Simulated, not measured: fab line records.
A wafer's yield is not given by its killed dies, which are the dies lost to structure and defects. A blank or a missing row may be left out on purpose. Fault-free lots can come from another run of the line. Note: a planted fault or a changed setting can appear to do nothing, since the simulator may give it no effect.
Which of the tools did it? / flow berkeley-cmos170 / 13 lots with 39 wafers sampled at 4 steps, on a route of 331 steps

WHAT THE GAUGES READ, wafer by wafer
UCB170_V1_CD_MEAS_90 targets a cd of 700 nm. Usual: 700.2 nm for cd-nm, sd 1.3.
lot=L174; measured=day 7 16:39; on=cd-sem-02; cd-nm (nm)=700.7 698.5 698.7; flag=
lot=L173; measured=day 7 17:25; on=cd-sem-02; cd-nm (nm)=700.5 700.5 699.0; flag=
lot=L171; measured=day 7 17:27; on=cd-sem-01; cd-nm (nm)=703.5 701.8 701.3; flag=
lot=L175; measured=day 8 05:35; on=cd-sem-01; cd-nm (nm)=699.9 698.5 699.3; flag=
lot=L177; measured=day 8 11:41; on=cd-sem-01; cd-nm (nm)=700.5 699.8 701.0; flag=
lot=L176; measured=day 8 11:49; on=cd-sem-02; cd-nm (nm)=701.7 700.9 700.8; flag=
lot=L178; measured=day 9 05:10; on=cd-sem-02; cd-nm (nm)=697.4 701.8 698.5; flag=
lot=L181; measured=day 9 20:28; on=cd-sem-01; cd-nm (nm)=698.8 698.8 699.6; flag=
lot=L182; measured=day 9 20:41; on=cd-sem-01; cd-nm (nm)=699.6 697.8 699.6; flag=
lot=L183; measured=day 10 06:31; on=cd-sem-01; cd-nm (nm)=699.8 698.9 698.4; flag=
lot=L185; measured=day 10 06:47; on=cd-sem-01; cd-nm (nm)=700.4 700.8 700.8; flag=
lot=L187; measured=day 11 02:44; on=cd-sem-01; cd-nm (nm)=699.5 698.8 700.1; flag=
lot=L188; measured=day 11 03:08; on=cd-sem-02; cd-nm (nm)=700.4 700.6 699.3; flag=

UCB170_M3_OVL_MEAS_16. Usual: M3_OVL 0 nm, standard deviation 4.6.
lot=L174; measured=day 8 01:25; on=overlay-02; M3_OVL (nm)=7 0 6; flag=
lot=L173; measured=day 8 02:16; on=overlay-02; M3_OVL (nm)=-2 -6 -3; flag=
lot=L171; measured=day 8 02:29; on=overlay-02; M3_OVL (nm)=5 -1 3; flag=
lot=L175; measured=day 8 12:59; on=overlay-02; M3_OVL (nm)=-6 -1 -3; flag=
lot=L177; measured=day 8 20:38; on=overlay-01; M3_OVL (nm)=1 3 6; flag=
lot=L176; measured=day 8 20:10; on=overlay-02; M3_OVL (nm)=-2 0 -1; flag=
lot=L178; measured=day 9 13:22; on=overlay-02; M3_OVL (nm)=-10 -5 -8; flag=
lot=L181; measured=day 10 05:17; on=overlay-02; M3_OVL (nm)=-5 0 0; flag=
lot=L182; measured=day 10 05:33; on=overlay-01; M3_OVL (nm)=0 1 -3; flag=
lot=L183; measured=day 10 13:41; on=overlay-01; M3_OVL (nm)=0 3 -3; flag=
lot=L185; measured=day 10 14:31; on=overlay-02; M3_OVL (nm)=4 -5 0; flag=
lot=L187; measured=day 11 11:58; on=overlay-02; M3_OVL (nm)=0 5 11; flag=
lot=L188; measured=day 11 12:38; on=overlay-02; M3_OVL (nm)=-5 3 -3; flag=

TOOL THAT RAN EACH LOT (tool first, then ch and the chambers of the sampled wafers, then the start)
lot=L174; UCB170_V2_STRIP_15=plasma-asher-01 ch 0,1, day 7 23:11; UCB170_M3_COAT_05=litho-track-01 ch 0, day 7 23:53
lot=L173; UCB170_V2_STRIP_15=plasma-asher-03 ch 0,1, day 7 23:49; UCB170_M3_COAT_05=litho-track-03 ch 0, day 8 00:32
lot=L171; UCB170_V2_STRIP_15=plasma-asher-04 ch 0,1, day 8 00:08; UCB170_M3_COAT_05=litho-track-03 ch 0, day 8 00:58
lot=L175; UCB170_V2_STRIP_15=plasma-asher-01 ch 0,1, day 8 10:32; UCB170_M3_COAT_05=litho-track-03 ch 0, day 8 11:14
lot=L177; UCB170_V2_STRIP_15=plasma-asher-01 ch 0,1, day 8 17:58; UCB170_M3_COAT_05=litho-track-04 ch 0, day 8 18:58
lot=L176; UCB170_V2_STRIP_15=plasma-asher-04 ch 0,1, day 8 17:55; UCB170_M3_COAT_05=litho-track-01 ch 0, day 8 18:37
lot=L178; UCB170_V2_STRIP_15=plasma-asher-03 ch 0,1, day 9 10:13; UCB170_M3_COAT_05=litho-track-01 ch 0, day 9 11:23
lot=L181; UCB170_V2_STRIP_15=plasma-asher-01 ch 0,1, day 10 02:52; UCB170_M3_COAT_05=litho-track-01 ch 0, day 10 03:47
lot=L182; UCB170_V2_STRIP_15=plasma-asher-04 ch 0,1, day 10 03:07; UCB170_M3_COAT_05=litho-track-03 ch 0, day 10 03:55
lot=L183; UCB170_V2_STRIP_15=plasma-asher-04 ch 1, day 10 11:25; UCB170_M3_COAT_05=litho-track-03 ch 0, day 10 12:07
lot=L185; UCB170_V2_STRIP_15=plasma-asher-03 ch 0,1, day 10 11:47; UCB170_M3_COAT_05=litho-track-01 ch 0, day 10 12:29
lot=L187; UCB170_V2_STRIP_15=plasma-asher-01 ch 0,1, day 11 08:47; UCB170_M3_COAT_05=litho-track-01 ch 0, day 11 09:31
lot=L188; UCB170_V2_STRIP_15=plasma-asher-01 ch 0,1, day 11 09:44; UCB170_M3_COAT_05=litho-track-04 ch 0, day 11 10:49
- UCB170_V2_STRIP_15: strips in O2.
- UCB170_M3_COAT_05: resist thk 900 nm.

WHAT THE TOOLS THEMSELVES READ (means of the sampled wafers that have a number; where no wafer has one, the mark that the record gives instead)
UCB170_V2_STRIP_15. Usual: drypump-motor-current-A 5.6 A, standard deviation 0.47; o2-flow-sccm 400.1 sccm, standard deviation 1.1; oes-product-au 0.721 a.u., standard deviation 0.0044; strip-time-to-endpoint-s 15.31 s, standard deviation 0.12.
lot=L174; tool=plasma-asher-01; drypump-motor-current-A (A)=5.4; o2-flow-sccm (sccm)=399.9; oes-product-au (a.u.)=0.721; strip-time-to-endpoint-s (s)=15.26; flag=
lot=L173; tool=plasma-asher-03; drypump-motor-current-A (A)=5.7; o2-flow-sccm (sccm)=400.5; oes-product-au (a.u.)=0.717; strip-time-to-endpoint-s (s)=15.25; flag=
lot=L171; tool=plasma-asher-04; drypump-motor-current-A (A)=5.5; o2-flow-sccm (sccm)=401.8; oes-product-au (a.u.)=0.723; strip-time-to-endpoint-s (s)=15.48; flag=
lot=L175; tool=plasma-asher-01; drypump-motor-current-A (A)=5.3; o2-flow-sccm (sccm)=400.8; oes-product-au (a.u.)=0.722; strip-time-to-endpoint-s (s)=15.26; flag=
lot=L177; tool=plasma-asher-01; drypump-motor-current-A (A)=5.3; o2-flow-sccm (sccm)=401.5; oes-product-au (a.u.)=0.720; strip-time-to-endpoint-s (s)=15.36; flag=
lot=L176; tool=plasma-asher-04; drypump-motor-current-A (A)=5.5; o2-flow-sccm (sccm)=400.7; oes-product-au (a.u.)=0.721; strip-time-to-endpoint-s (s)=15.20; flag=
lot=L178; tool=plasma-asher-03; drypump-motor-current-A (A)=5.9; o2-flow-sccm (sccm)=400.9; oes-product-au (a.u.)=0.722; strip-time-to-endpoint-s (s)=15.32; flag=
lot=L181; tool=plasma-asher-01; drypump-motor-current-A (A)=5.4; o2-flow-sccm (sccm)=399.9; oes-product-au (a.u.)=0.726; strip-time-to-endpoint-s (s)=15.26; flag=
lot=L182; tool=plasma-asher-04; drypump-motor-current-A (A)=5.5; o2-flow-sccm (sccm)=399.6; oes-product-au (a.u.)=0.720; strip-time-to-endpoint-s (s)=15.42; flag=
lot=L183; tool=plasma-asher-04; drypump-motor-current-A (A)=6.3; o2-flow-sccm (sccm)=398.8; oes-product-au (a.u.)=0.720; strip-time-to-endpoint-s (s)=15.23; flag=
lot=L185; tool=plasma-asher-03; drypump-motor-current-A (A)=5.9; o2-flow-sccm (sccm)=400.8; oes-product-au (a.u.)=0.719; strip-time-to-endpoint-s (s)=15.26; flag=
lot=L187; tool=plasma-asher-01; drypump-motor-current-A (A)=5.4; o2-flow-sccm (sccm)=398.0; oes-product-au (a.u.)=0.721; strip-time-to-endpoint-s (s)=15.37; flag=
lot=L188; tool=plasma-asher-01; drypump-motor-current-A (A)=5.4; o2-flow-sccm (sccm)=399.7; oes-product-au (a.u.)=0.718; strip-time-to-endpoint-s (s)=15.19; flag=

UCB170_M3_COAT_05. Usual: chill-plate-temp-C 23.00 C, standard deviation 0.099; resist-line-temp-C 23.00 C, standard deviation 0.12; spin-speed-rpm 1499.7 rpm, standard deviation 1.2.
lot=L174; tool=litho-track-01; chill-plate-temp-C (C)=23.04; resist-line-temp-C (C)=22.96; spin-speed-rpm (rpm)=1500.9; flag=
lot=L173; tool=litho-track-03; chill-plate-temp-C (C)=23.01; resist-line-temp-C (C)=23.11; spin-speed-rpm (rpm)=1500.2; flag=
lot=L171; tool=litho-track-03; chill-plate-temp-C (C)=23.11; resist-line-temp-C (C)=22.96; spin-speed-rpm (rpm)=1500.7; flag=
lot=L175; tool=litho-track-03; chill-plate-temp-C (C)=22.93; resist-line-temp-C (C)=22.82; spin-speed-rpm (rpm)=1498.8; flag=
lot=L177; tool=litho-track-04; chill-plate-temp-C (C)=23.04; resist-line-temp-C (C)=23.26; spin-speed-rpm (rpm)=1500.0; flag=
lot=L176; tool=litho-track-01; chill-plate-temp-C (C)=22.89; resist-line-temp-C (C)=22.92; spin-speed-rpm (rpm)=1501.0; flag=
lot=L178; tool=litho-track-01; chill-plate-temp-C (C)=23.02; resist-line-temp-C (C)=23.10; spin-speed-rpm (rpm)=1498.8; flag=
lot=L181; tool=litho-track-01; chill-plate-temp-C (C)=23.03; resist-line-temp-C (C)=23.08; spin-speed-rpm (rpm)=1499.6; flag=
lot=L182; tool=litho-track-03; chill-plate-temp-C (C)=23.05; resist-line-temp-C (C)=22.98; spin-speed-rpm (rpm)=1499.5; flag=
lot=L183; tool=litho-track-03; chill-plate-temp-C (C)=23.05; resist-line-temp-C (C)=23.08; spin-speed-rpm (rpm)=1525.6; flag=OFF
lot=L185; tool=litho-track-01; chill-plate-temp-C (C)=22.95; resist-line-temp-C (C)=23.02; spin-speed-rpm (rpm)=1498.1; flag=
lot=L187; tool=litho-track-01; chill-plate-temp-C (C)=23.00; resist-line-temp-C (C)=22.84; spin-speed-rpm (rpm)=1499.0; flag=
lot=L188; tool=litho-track-04; chill-plate-temp-C (C)=22.97; resist-line-temp-C (C)=23.00; spin-speed-rpm (rpm)=1499.7; flag=

THE ANSWER, worked out from the rows above alone
Rule: a lot is off if the mean of its wafers that have a number lies more than 3 standard deviations from the usual mean. Also off: a lot with no number at a reading for which 4 or more lots have one. All remaining lots with rows at the step are treated as sound. The gauges are gone through in route order, then the tools' own readings, and for those a lot's mean is taken as printed above. At the first step where some lot is off, the reading lying furthest off is the one used; lots without a number count as furthest.
Off, at UCB170_M3_COAT_05 on spin-speed-rpm: L183.
If a tool, at that step or one of the process steps before it, ran each lot that is off and ran no sound lot following the first of them, it fits. Can't be told from this: 2 tools fit, plasma-asher-04 at UCB170_V2_STRIP_15, litho-track-03 at UCB170_M3_COAT_05.

WHAT THE SIMULATOR PUT IN
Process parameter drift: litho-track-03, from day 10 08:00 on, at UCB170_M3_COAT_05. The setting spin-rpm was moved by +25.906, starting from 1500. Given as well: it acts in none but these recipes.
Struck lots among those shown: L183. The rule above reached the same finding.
